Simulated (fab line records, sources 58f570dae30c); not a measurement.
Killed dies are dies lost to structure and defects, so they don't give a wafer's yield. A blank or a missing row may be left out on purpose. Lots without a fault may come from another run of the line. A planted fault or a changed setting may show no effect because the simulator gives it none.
Chamber matching | flow berkeley_cmos170 | UCB170_M3_ETCH_17 on rie_diel-03: 4 sister chambers
The step etches BARC in N2/H2. 8 wafers are shown with their chamber, then 8 later ones without.

WAFERS WITH THEIR CHAMBER
wafer  | chamber | drypump_motor_current_A (A) | throttle_valve_pct (%)
L754.3 | 3       | 5.8                         | 13.13
L754.6 | 3       | 5.7                         | 13.13
L753.2 | 0       | 6.6                         | 12.88
L755.6 | 1       | 5.0                         | 13.51
L759.1 | 2       | 6.4                         | 13.14
L759.5 | 2       | 6.4                         | 13.14
L759.6 | 1       | 5.0                         | 13.52
L767.2 | 0       | 6.6                         | 12.91

WAFERS WITHOUT THEIR CHAMBER
wafer  | drypump_motor_current_A (A) | throttle_valve_pct (%)
L767.3 | 5.0                         | 13.49
L767.5 | 6.5                         | 13.15
L769.1 | 6.6                         | 12.91
L769.2 | 5.0                         | 13.50
L769.4 | 5.7                         | 13.12
L770.3 | 6.4                         | 13.12
L770.4 | 5.0                         | 13.50
L770.6 | 6.6                         | 12.89

WHICH CHAMBER EACH WENT THROUGH
wafer  | from the rows above | in truth
L767.3 | 1                   | 1
L767.5 | 2                   | 2
L769.1 | 0                   | 0
L769.2 | 1                   | 1
L769.4 | 3                   | 3
L770.3 | 2                   | 2
L770.4 | 1                   | 1
L770.6 | 0                   | 0
Placed correctly: 8 of 8. Can't be placed from these rows: 0. Placed wrongly: 0.
How it was worked out, from the rows above alone: a wafer's distance from a chamber is the root of the sum, over the readings, of the square of ((its reading less the chamber's mean) divided by the reading's scatter). The wafer belongs to the nearest chamber; if the next one is less than 2 further off, it can't be placed. A chamber's mean is the mean of its shown wafers. The scatter: the root of (the sum of the squares of (reading less its chamber's mean) over the shown wafers, divided by (wafers less chambers)).
